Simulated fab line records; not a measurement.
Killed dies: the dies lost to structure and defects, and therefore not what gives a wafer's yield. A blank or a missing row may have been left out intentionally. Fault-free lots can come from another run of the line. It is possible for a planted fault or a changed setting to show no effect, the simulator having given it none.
Problem report, 8D (eight disciplines) form, completed by code    flow berkeleyCmos170    the parts of the form that need people (team, actions taken, sign-off) are left out

1. WHAT IS WRONG
Wafers without a fault read 59.99 rpm, standard deviation 0.039; platenRpm at UCB170_V1_CMP_02 reads a mean of 44.99 rpm on 6 wafers belonging to 2 lots. So: -99 or more standard deviations from the usual mean.
The step: polishes SiO2.
Earliest sighting: wafer L354.1 on cmp-01 at day 11 07:53. Wafers with a number at this step in the record: 42, from 14 lots. Rule for "out", or "out of limits": more than 4 standard deviations from the usual mean. Any other wafer with a number is counted as sound.

2. WHAT IT IS, WHAT IT ISN'T
question                     is                      is not
which readings at this step  platenRpm               motorCurrentA
which lots                   L354, L356              L340, L341, L342, L343, L344, L345, L346, L348, L358, L360, L361, L363
which wafers of those lots   all that have a number  -
read on which tools          cmp-01                  cmp-02
when                         from day 11 07:53       up to then (24 sound wafers); but 12 sound wafers of L358, L360, L361, L363 came after

3. THE SUSPECTS, EACH WITH WHAT RULES IT OUT
Counting: a tool at a process step up to the reading stays a suspect if it ran every lot that is out and no sound lot after the first of them.
- rtpAnneal-01 at UCB170_SILICIDE_RTA_04 (time 15 s): ruled out as a lasting fault. Following L354 (day 10 22:07), the first lot on it that is out, the sound lots L358, L361, L363 were run on it.
- cmp-01 at UCB170_V1_CMP_02 (polishes SiO2): kept. Every lot that is out went through it, starting with L354 (day 11 07:53), and after that it ran no sound lot; the last sound lot it ran before then is L346 (day 9 07:22). Out on those wafers are its own readings of platenRpm.
Left after counting: cmp-01 at UCB170_V1_CMP_02.

4. THE CAUSE (what the simulator had put in)
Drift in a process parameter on cmp-01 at UCB170_V1_CMP_02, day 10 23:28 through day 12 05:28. A move of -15 in setting platenRpm, from 60. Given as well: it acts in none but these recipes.
Only this tool survived the counting.

5. SEQUENCE OF EFFECTS, ordered by route
One row per reading whose mean, taken over the struck wafers that have a number, lies over 3 standard deviations from the usual. Scope: only readings with a usual standard deviation given in the record; hours: median across lots of the time from each lot's start at the first step in this table that gives one to its start at this step; sigmas: change in usual standard deviations.
hours  step              reading    usual      on struck wafers  change  sigmas
0      UCB170_V1_CMP_02  platenRpm  59.99 rpm  44.99             -15.00  -99 or more
Its process steps:
- UCB170_V1_CMP_02: polishes SiO2.
Later measuring or inspecting steps at which every struck wafer that the step has a row for has a number for every such reading, and none has moved that far: UCB170_V2_BOW_MEAS_03, UCB170_V2_CD_MEAS_90.

6. HOW IT WOULD HAVE BEEN CAUGHT EARLIER
In this record the first reading out of limits was taken at day 11 07:53, 8 hours after the fault began at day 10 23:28.
